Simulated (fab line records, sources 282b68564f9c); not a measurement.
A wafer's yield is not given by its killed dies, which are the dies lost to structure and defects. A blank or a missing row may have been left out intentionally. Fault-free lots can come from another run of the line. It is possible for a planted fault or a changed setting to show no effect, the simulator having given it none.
Split-lot trial / flow rit cmos / 5 lots, 23 wafers read, on a route of 202 steps

## ON THE SPLIT
At RIT_PRETRO_IMPLANT_08, the setting energy kev was moved away from the recipe's 45 on 10 of the 23 wafers read, by -1.9% to +5.6%. This setting was run at the recipe's value on the other wafers.

The split's own step is where the reading is taken.

## THE READING
In nm, at RIT_PRETRO_IMPLANT_08: implant.drp nm, which is the simulator's own figure and was read by no gauge. No usual value for it is given in the file.

wafer=L076.1; tool, chamber at the split=implanter-02, 0; energy kev as run=47.06; against the recipe=+4.6%; implant.drp nm, nm=56.54; against lot-mates on the recipe=+1.47
wafer=L076.3; tool, chamber at the split=implanter-02, 0; energy kev as run=47.06; against the recipe=+4.6%; implant.drp nm, nm=56.54; against lot-mates on the recipe=+1.47
wafer=L076.2; tool, chamber at the split=implanter-02, 0; energy kev as run=45; against the recipe=recipe; implant.drp nm, nm=55.07; against lot-mates on the recipe=-
wafer=L076.4; tool, chamber at the split=implanter-02, 0; energy kev as run=45; against the recipe=recipe; implant.drp nm, nm=55.07; against lot-mates on the recipe=-
wafer=L076.6; tool, chamber at the split=implanter-02, 0; energy kev as run=45; against the recipe=recipe; implant.drp nm, nm=55.07; against lot-mates on the recipe=-
wafer=L078.2; tool, chamber at the split=implanter-04, 0; energy kev as run=46.23; against the recipe=+2.7%; implant.drp nm, nm=55.96; against lot-mates on the recipe=+0.89
wafer=L078.4; tool, chamber at the split=implanter-04, 0; energy kev as run=46.23; against the recipe=+2.7%; implant.drp nm, nm=55.96; against lot-mates on the recipe=+0.89
wafer=L078.6; tool, chamber at the split=implanter-04, 0; energy kev as run=46.23; against the recipe=+2.7%; implant.drp nm, nm=55.96; against lot-mates on the recipe=+0.89
wafer=L078.3; tool, chamber at the split=implanter-04, 0; energy kev as run=45; against the recipe=recipe; implant.drp nm, nm=55.07; against lot-mates on the recipe=-
wafer=L078.5; tool, chamber at the split=implanter-04, 0; energy kev as run=45; against the recipe=recipe; implant.drp nm, nm=55.07; against lot-mates on the recipe=-
wafer=L080.2; tool, chamber at the split=implanter-04, 0; energy kev as run=45; against the recipe=recipe; implant.drp nm, nm=55.07; against lot-mates on the recipe=-
wafer=L080.3; tool, chamber at the split=implanter-04, 0; energy kev as run=45; against the recipe=recipe; implant.drp nm, nm=55.07; against lot-mates on the recipe=-
wafer=L080.5; tool, chamber at the split=implanter-04, 0; energy kev as run=45; against the recipe=recipe; implant.drp nm, nm=55.07; against lot-mates on the recipe=-
wafer=L081.1; tool, chamber at the split=implanter-04, 0; energy kev as run=45; against the recipe=recipe; implant.drp nm, nm=55.07; against lot-mates on the recipe=-
wafer=L081.2; tool, chamber at the split=implanter-04, 0; energy kev as run=45; against the recipe=recipe; implant.drp nm, nm=55.07; against lot-mates on the recipe=-
wafer=L081.5; tool, chamber at the split=implanter-04, 0; energy kev as run=45; against the recipe=recipe; implant.drp nm, nm=55.07; against lot-mates on the recipe=-
wafer=L081.3; tool, chamber at the split=implanter-04, 0; energy kev as run=44.15; against the recipe=-1.9%; implant.drp nm, nm=54.45; against lot-mates on the recipe=-0.62
wafer=L081.6; tool, chamber at the split=implanter-04, 0; energy kev as run=44.15; against the recipe=-1.9%; implant.drp nm, nm=54.45; against lot-mates on the recipe=-0.62
wafer=L084.1; tool, chamber at the split=implanter-02, 0; energy kev as run=47.51; against the recipe=+5.6%; implant.drp nm, nm=56.86; against lot-mates on the recipe=+1.79
wafer=L084.2; tool, chamber at the split=implanter-02, 0; energy kev as run=47.51; against the recipe=+5.6%; implant.drp nm, nm=56.86; against lot-mates on the recipe=+1.79
wafer=L084.5; tool, chamber at the split=implanter-02, 0; energy kev as run=47.51; against the recipe=+5.6%; implant.drp nm, nm=56.86; against lot-mates on the recipe=+1.79
wafer=L084.3; tool, chamber at the split=implanter-02, 0; energy kev as run=45; against the recipe=recipe; implant.drp nm, nm=55.07; against lot-mates on the recipe=-
wafer=L084.4; tool, chamber at the split=implanter-02, 0; energy kev as run=45; against the recipe=recipe; implant.drp nm, nm=55.07; against lot-mates on the recipe=-

THE FIT
A straight line over all 23 wafers: implant.drp nm changes by +0.322 nm for each +1% of energy kev; r = +1.00; the points scatter about the line by 0.0057 nm.
The same after taking each lot's own level away (the mean of its wafers on the recipe; 23 wafers): +0.322 nm for each +1%; r = +1.00; scatter 0.0057 nm.
On that fit, the largest move of energy kev shifts the reading by 1.8 nm.
The lots' own levels span 55.070 to 55.070 nm.
So the lot-to-lot level changes the slope little: the two slopes agree.
Check: for one of the wafers moved furthest among these (+5.6%), held out of the fit, the line's prediction against its lot-mates is +1.8 nm. Against them it came out at +1.79 nm.

## OTHER SPLITS APPLIED TO THESE WAFERS
These wafers also went through other splits before the reading. Each is held against what the fit with the lots' levels taken away leaves over:
other split on the same wafers=RIT_ACTIVE_CVD_03 temp c; wafers away from the commonest value=18; r with implant.drp nm (lot level and that fit taken away)=-0.68
other split on the same wafers=RIT_ACTIVE_COAT_06 spin rpm; wafers away from the commonest value=8; r with implant.drp nm (lot level and that fit taken away)=-0.31
other split on the same wafers=RIT_ACTIVE_ETCH_13 time s; wafers away from the commonest value=8; r with implant.drp nm (lot level and that fit taken away)=+0.31
other split on the same wafers=RIT_FOX2_CLEAN_02 time s; wafers away from the commonest value=18; r with implant.drp nm (lot level and that fit taken away)=-0.41
other split on the same wafers=RIT_NWELL_COAT_01 resist thk nm; wafers away from the commonest value=7; r with implant.drp nm (lot level and that fit taken away)=+0.06
other split on the same wafers=RIT_NWELL_HARDBAKE_07 temp c; wafers away from the commonest value=10; r with implant.drp nm (lot level and that fit taken away)=+0.03
other split on the same wafers=RIT_PWELL_IMPLANT_08 energy kev; wafers away from the commonest value=8; r with implant.drp nm (lot level and that fit taken away)=-0.28
other split on the same wafers=RIT_PRETRO_COAT_01 spin rpm; wafers away from the commonest value=8; r with implant.drp nm (lot level and that fit taken away)=-0.27

## THE WHOLE CHAIN: every reading that the file lists as answering this split, in the file's order
step=RIT_PRETRO_IMPLANT_08; what it does=; reading=implant.rp nm (the simulator's own value, which no gauge read); change (the file's fit)=+1.38 nm for each +1% of the setting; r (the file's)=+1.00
step=RIT_PRETRO_IMPLANT_08; what it does=; reading=implant.drp nm (the simulator's own value, which no gauge read); change (the file's fit)=+0.322 nm for each +1% of the setting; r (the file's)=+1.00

## THE FILE'S OWN FIT
implant.drp nm changes by +0.322 nm for each +1% of energy kev, r = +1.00.
